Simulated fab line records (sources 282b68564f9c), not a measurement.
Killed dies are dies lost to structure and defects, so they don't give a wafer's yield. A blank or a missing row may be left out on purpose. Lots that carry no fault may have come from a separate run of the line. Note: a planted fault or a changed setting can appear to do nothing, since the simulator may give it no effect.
8D (eight disciplines) problem report, filled in by code | flow ritCmos | the parts of the form that need people (team, actions taken, sign-off) are left out

## 1. WHAT WENT WRONG
Wafers without a fault read 0.764 a.u., standard deviation 0.0084; oesProductAu at RIT_M1_METAL_ETCH_12 reads a mean of 0.700 a.u. on 3 wafers belonging to 2 lots. That is -7.7 standard deviations from the usual mean.
The step: etches Al in Cl2/BCl3, stops on SiO2, time 165 s, target depth 600 nm.
First seen on wafer L670.3, day 7 08:05, on rieMetal-02. The record has a number at this step for 41 wafers belonging to 14 lots. Rule for "out", or "out of limits": more than 4 standard deviations from the usual mean. All remaining wafers that have a number are taken as sound.

## 2. WHAT IT IS; WHAT IT IS NOT
question                    | is                     | is not
which readings at this step | oesProductAu           | drypumpMotorCurrentA, throttleValvePct
which lots                  | L670, L672             | L651, L652, L653, L654, L658, L659, L662, L663, L666, L668, L671, L673
which wafers of those lots  | L670.3, L672.1, L672.5 | L670.4, L672.4
read on which tools         | rieMetal-02            | rieMetal-01, rieMetal-04
when                        | from day 7 08:05       | up to then (31 sound wafers); but 7 sound wafers of L671, L672, L673 came after

## 3. WHAT RULES OUT EACH SUSPECT
Counting: a tool at a process step up to the reading stays a suspect if it ran every lot that is out. Sound lots after the first of them don't rule it out here, since some wafers of a struck lot are sound.
- rtpAnneal-01 at RIT_SILICIDE_RTA_06 (time 10 s, ramp up 5 s, ramp down 10 s): kept. Every lot that is out went through it, the first being L670 (day 7 03:58); the last sound lot it ran before that was L668 (day 6 22:53).
- rieMetal-02 at RIT_M1_METAL_ETCH_12 (etches Al in Cl2/BCl3, stops on SiO2, time 165 s, target depth 600 nm): kept. Every lot that is out went through it, the first being L670 (day 7 08:05); the last sound lot it ran before that was L662 (day 5 20:14). Out on those wafers are its own readings of oesProductAu.
- Within rieMetal-02 at RIT_M1_METAL_ETCH_12, the wafers that are out were processed in chamber 0 and their sound lot-mates in chamber 1.
Remaining after the count are rtpAnneal-01 at RIT_SILICIDE_RTA_06 and rieMetal-02 at RIT_M1_METAL_ETCH_12.

## 4. THE CAUSE (what the simulator had put in)
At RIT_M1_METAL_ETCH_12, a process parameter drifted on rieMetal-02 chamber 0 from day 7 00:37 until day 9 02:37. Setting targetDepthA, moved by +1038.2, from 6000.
Of the 2 suspects that counting leaves, this tool is one.

## 5. SEQUENCE OF EFFECTS, ordered by route
Each row: a reading whose mean over the struck wafers that have a number lies more than 3 standard deviations from the usual. Only readings for which the record gives a usual standard deviation are gone through. hours: the time from each lot's start at the first step in this table that gives one to its start at this step, as a median over the lots. sigmas: the change in usual standard deviations.
hours | step                 | reading      | usual      | on struck wafers | change | sigmas
0     | RIT_M1_METAL_ETCH_12 | oesProductAu | 0.764 a.u. | 0.700            | -0.064 | -7.7
The process steps in it:
- RIT_M1_METAL_ETCH_12: etches Al in Cl2/BCl3, stops on SiO2, time 165 s, target depth 600 nm.

## 6. WHAT WOULD HAVE CAUGHT IT SOONER
In this record the first reading out of limits was taken at day 7 08:05, 7 hours after the fault began at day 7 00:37.
